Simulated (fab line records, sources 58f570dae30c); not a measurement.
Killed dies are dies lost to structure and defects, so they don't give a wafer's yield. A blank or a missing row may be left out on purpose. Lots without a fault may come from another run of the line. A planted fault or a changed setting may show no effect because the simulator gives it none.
Which tool did it? | flow berkeley_cmos170 | 6 lots, 18 wafers sampled, at 5 steps of a route of 331

WHAT THE GAUGES READ, wafer by wafer
UCB170_V1_THK_MEAS_04.
lot  | measured     | on            | V1_POLISHED_THK (nm)
L162 | day 8 08:01  | film_metro-04 | 999.1 999.8 997.3
L165 | day 8 22:15  | film_metro-03 | 1000.8 1000.1 998.8
L168 | day 9 15:14  | film_metro-03 | 998.1 999.4 997.7
L169 | day 10 02:17 | film_metro-02 | 1001.1 1000.8 1002.2
L178 | day 11 01:08 | film_metro-02 | 1001.5 1351.5 1002.4
L180 | day 12 08:46 | film_metro-04 | 1000.4 1000.5 1000.0

WHICH TOOL RAN EACH LOT (tool, then ch and the chambers of the sampled wafers, then the start)
lot  | UCB170_SILICIDE_RTA_04           | UCB170_CONTACT_STRIP_06              | UCB170_CONTACT_RTA_08            | UCB170_V1_CMP_02
L162 | rtp_anneal-02 ch 0, day 7 17:42  | plasma_asher-01 ch 0,1, day 7 23:16  | rtp_anneal-01 ch 0, day 7 23:32  | cmp-01 ch 0,2,3, day 8 07:35
L165 | rtp_anneal-02 ch 0, day 8 08:41  | plasma_asher-01 ch 0,1, day 8 13:57  | rtp_anneal-01 ch 0, day 8 14:13  | cmp-02 ch 1,2,3, day 8 21:58
L168 | rtp_anneal-02 ch 0, day 9 03:34  | plasma_asher-01 ch 0,1, day 9 06:16  | rtp_anneal-02 ch 0, day 9 06:36  | cmp-02 ch 1,3, day 9 14:48
L169 | rtp_anneal-02 ch 0, day 9 12:22  | plasma_asher-03 ch 0,1, day 9 15:52  | rtp_anneal-01 ch 0, day 9 17:00  | cmp-01 ch 1,2,3, day 10 01:51
L178 | rtp_anneal-01 ch 0, day 10 11:29 | plasma_asher-04 ch 0,1, day 10 15:23 | rtp_anneal-02 ch 0, day 10 15:41 | cmp-02 ch 0,1,2, day 11 00:43
L180 | rtp_anneal-01 ch 0, day 11 17:34 | plasma_asher-04 ch 0,1, day 11 21:32 | rtp_anneal-01 ch 0, day 11 21:53 | cmp-01 ch 1,2,3, day 12 08:20
- UCB170_SILICIDE_RTA_04: time 15 s.
- UCB170_CONTACT_STRIP_06: strips in O2.
- UCB170_CONTACT_RTA_08: time 10 s.
- UCB170_V1_CMP_02: polishes SiO2.

THE ANSWER, worked out from the rows above alone
Rule: what is usual is taken from the lots themselves. Put in order of their means at a reading, lots are off if they are a third of the lots or fewer, leave a main group of 4 or more, and stand apart from it by a gap of 3 or more times the standard deviation of the main group's means; of several such gaps the widest counts. A main group whose means are all the same, to the digits that the tables above print for the reading, isn't used. A lot without any number at a reading at which 4 lots or more have one is off too. The other lots that the step has rows for count as sound.
Off: L178, at UCB170_V1_THK_MEAS_04 (V1_POLISHED_THK). The main group: mean 999.7 nm, standard deviation 1.1.
A tool fits if, at a process step before that reading, it ran every lot that is off, and no sound lot after the first of them. The gauges at UCB170_V1_THK_MEAS_04 are tried like those tools. Can't be told from this: 3 tools fit, rtp_anneal-02 at UCB170_CONTACT_RTA_08, cmp-02 at UCB170_V1_CMP_02, film_metro-02 at UCB170_V1_THK_MEAS_04.

WHAT THE SIMULATOR HAD PUT IN
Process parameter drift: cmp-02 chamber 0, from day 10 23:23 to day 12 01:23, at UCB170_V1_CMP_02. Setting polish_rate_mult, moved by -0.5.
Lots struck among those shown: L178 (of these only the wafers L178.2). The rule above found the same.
